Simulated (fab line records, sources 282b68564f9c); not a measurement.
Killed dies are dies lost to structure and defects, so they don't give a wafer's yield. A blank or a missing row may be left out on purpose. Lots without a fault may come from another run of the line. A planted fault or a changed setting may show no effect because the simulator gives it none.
Which tool did it? | flow rit_cmos | 16 lots, 48 wafers sampled, at 5 steps of a route of 202

WHAT THE GAUGES READ, wafer by wafer
RIT_NRETRO_OVL_MEAS_06. Usual: NRETRO_OVL 0.1 nm, standard deviation 1.4.
lot  | measured    | on         | NRETRO_OVL (nm) | flag
L260 | day 2 07:49 | overlay-02 | 0.8 -0.2 1.2    |
L263 | day 3 01:22 | overlay-01 | 0.5 0.2 2.5     |
L264 | day 3 02:38 | overlay-01 | 1.1 1.1 -0.6    |
L265 | day 3 09:08 | overlay-01 | 1.9 1.5 -0.6    |
L266 | day 3 13:25 | overlay-01 | 1.6 3.7 0.6     |
L268 | day 4 00:07 | overlay-02 | 0.1 0.6 2.6     |
L269 | day 4 06:13 | overlay-02 | -2.3 0.3 -3.2   |
L270 | day 4 13:53 | overlay-02 | -0.5 0.8 0.5    |
L271 | day 4 14:36 | overlay-02 | -0.7 -3.2 -1.8  |
L273 | day 5 03:14 | overlay-01 | -1.4 1.5 -0.2   |
L275 | day 5 09:35 | overlay-01 | 1.4 1.1 1.1     |
L276 | day 5 16:40 | overlay-02 | -2.1 -1.9 0.7   |
L280 | day 6 11:20 | overlay-02 | 0.0 -0.9 0.2    |
L281 | day 6 15:56 | overlay-02 | -1.1 0.8 0.1    |
L282 | day 6 19:17 | overlay-02 | -0.5 -0.6 0.9   |
L283 | day 7 02:02 | overlay-02 | 0.2 0.7 -2.9    |

RIT_PLDD_OVL_MEAS_06. Usual: PLDD_OVL -1.1 nm, standard deviation 1.7.
lot  | measured    | on         | PLDD_OVL (nm)  | flag
L260 | day 2 22:26 | overlay-02 | -1.2 -2.9 -3.9 |
L263 | day 3 14:57 | overlay-01 | 0.6 0.6 0.9    |
L264 | day 3 17:34 | overlay-02 | -2.4 -1.6 -0.7 |
L265 | day 4 02:37 | overlay-01 | 1.2 1.0 -0.5   |
L266 | day 4 03:04 | overlay-02 | -2.2 -4.3 -1.4 |
L268 | day 4 17:31 | overlay-02 | -0.5 -1.0 -1.6 |
L269 | day 5 01:16 | overlay-02 | -0.3 -1.0 -2.3 |
L270 | day 5 03:47 | overlay-02 | -0.1 1.4 -1.7  |
L271 | day 5 07:00 | overlay-02 | -1.4 -2.9 -2.9 |
L273 | day 5 18:23 | overlay-02 | -1.3 -2.1 -2.8 |
L275 | day 5 23:37 | overlay-02 | -1.2 -2.7 -0.9 |
L276 | day 6 07:43 | overlay-02 | -1.2 -0.6 -1.3 |
L280 | day 7 03:48 | overlay-02 | -3.2 -5.6 -3.3 |
L281 | day 7 05:56 | overlay-01 | 0.6 0.6 -0.7   |
L282 | day 7 11:07 | overlay-02 | 2.0 -3.4 0.5   |
L283 | day 7 17:13 | overlay-02 | 1.5 -1.3 0.2   |

RIT_NSD_OVL_MEAS_06. Usual: NSD_OVL 0.8 nm, standard deviation 1.5.
lot  | measured    | on         | NSD_OVL (nm)   | flag
L260 | day 3 02:30 | overlay-02 | 2.1 3.3 0.9    |
L263 | day 3 18:53 | overlay-02 | -1.0 -1.7 -0.6 |
L264 | day 3 23:52 | overlay-01 | 2.4 2.6 1.1    |
L265 | day 4 06:31 | overlay-02 | 1.0 -0.4 1.1   |
L266 | day 4 08:33 | overlay-01 | 1.4 0.2 0.4    |
L268 | day 4 21:35 | overlay-01 | 0.5 0.1 2.6    |
L269 | day 5 06:16 | overlay-01 | 3.3 0.4 0.8    |
L270 | day 5 07:51 | overlay-01 | 2.2 1.9 3.7    |
L271 | day 5 11:11 | overlay-02 | -0.1 1.2 0.5   |
L273 | day 5 22:26 | overlay-02 | -1.0 -0.4 -0.1 |
L275 | day 6 03:37 | overlay-01 | 2.0 1.6 2.7    |
L276 | day 6 11:40 | overlay-02 | -2.0 0.7 -1.5  |
L280 | day 7 07:53 | overlay-01 | - - - - - -    | OFF
L281 | day 7 10:05 | overlay-01 | - - - - - -    | OFF
L282 | day 7 15:01 | overlay-01 | - - - - - -    | OFF
L283 | day 7 21:08 | overlay-01 | - - - - - -    | OFF

RIT_SDANNEAL_RS_MEAS_07: measures by four-point-probe. Usual: NLDD_RS 151.7 ohm/sq, standard deviation 0.53.
lot  | measured    | on            | NLDD_RS (ohm/sq)  | flag
L260 | day 3 05:27 | film_metro-04 | 151.3 151.8 152.1 |
L263 | day 3 21:50 | film_metro-04 | 152.2 150.8 151.7 |
L264 | day 4 02:41 | film_metro-02 | 151.7 151.7 151.6 |
L265 | day 4 09:36 | film_metro-04 | 151.6 151.4 151.7 |
L266 | day 4 11:28 | film_metro-03 | 150.9 151.0 151.5 |
L268 | day 5 00:40 | film_metro-03 | 152.0 151.5 151.6 |
L269 | day 5 09:16 | film_metro-04 | 151.7 152.1 151.9 |
L270 | day 5 10:44 | film_metro-03 | 152.6 152.6 152.5 |
L271 | day 5 14:27 | film_metro-02 | 152.4 153.1 152.3 |
L273 | day 6 01:41 | film_metro-03 | 151.3 151.5 151.4 |
L275 | day 6 06:33 | film_metro-03 | 151.8 151.6 151.9 |
L276 | day 6 14:43 | film_metro-02 | 152.1 151.9 152.1 |

WHICH TOOL RAN EACH LOT (tool, then ch and the chambers of the sampled wafers, then the start)
lot  | RIT_NSD_EXPOSE_03
L260 | iline_stepper-01 ch 0, day 3 01:58
L263 | iline_stepper-02 ch 0, day 3 18:29
L264 | iline_stepper-02 ch 0, day 3 23:29
L265 | iline_stepper-02 ch 0, day 4 06:09
L266 | iline_stepper-01 ch 0, day 4 08:09
L268 | iline_stepper-02 ch 0, day 4 21:12
L269 | iline_stepper-01 ch 0, day 5 05:52
L270 | iline_stepper-01 ch 0, day 5 07:27
L271 | iline_stepper-02 ch 0, day 5 10:43
L273 | iline_stepper-01 ch 0, day 5 22:02
L275 | iline_stepper-02 ch 0, day 6 03:13
L276 | iline_stepper-02 ch 0, day 6 11:16
L280 | iline_stepper-01 ch 0, day 7 07:29
L281 | iline_stepper-01 ch 0, day 7 09:41
L282 | iline_stepper-01 ch 0, day 7 14:38
L283 | iline_stepper-01 ch 0, day 7 20:44
- RIT_NSD_EXPOSE_03: exposes mask M9, target cd 40700 nm.

WHAT THE TOOLS THEMSELVES READ (means of the sampled wafers that have a number; where no wafer has one, the mark that the record gives instead)
The record holds no such reading with a usual standard deviation.

THE ANSWER, worked out from the rows above alone
Rule: a lot is off if the mean of its wafers that have a number lies more than 3 standard deviations from the usual mean. A lot without any number at a reading at which 4 lots or more have one is off too. The other lots that the step has rows for count as sound. The gauges are gone through in route order, then the tools' own readings, and for those a lot's mean is taken as printed above. The first step at which some lot is off is used, and at that step the reading that is off furthest; a lot without a number counts as furthest.
Off: L280, L281, L282, L283, at RIT_NSD_OVL_MEAS_06 (NSD_OVL). Without a number there: L280, L281, L282, L283.
A tool fits if, at a process step before that reading, it ran every lot that is off, and no sound lot after the first of them. The gauges at RIT_NSD_OVL_MEAS_06 are tried like those tools. Can't be told from this: 2 tools fit, iline_stepper-01 at RIT_NSD_EXPOSE_03, overlay-01 at RIT_NSD_OVL_MEAS_06.

WHAT THE SIMULATOR HAD PUT IN
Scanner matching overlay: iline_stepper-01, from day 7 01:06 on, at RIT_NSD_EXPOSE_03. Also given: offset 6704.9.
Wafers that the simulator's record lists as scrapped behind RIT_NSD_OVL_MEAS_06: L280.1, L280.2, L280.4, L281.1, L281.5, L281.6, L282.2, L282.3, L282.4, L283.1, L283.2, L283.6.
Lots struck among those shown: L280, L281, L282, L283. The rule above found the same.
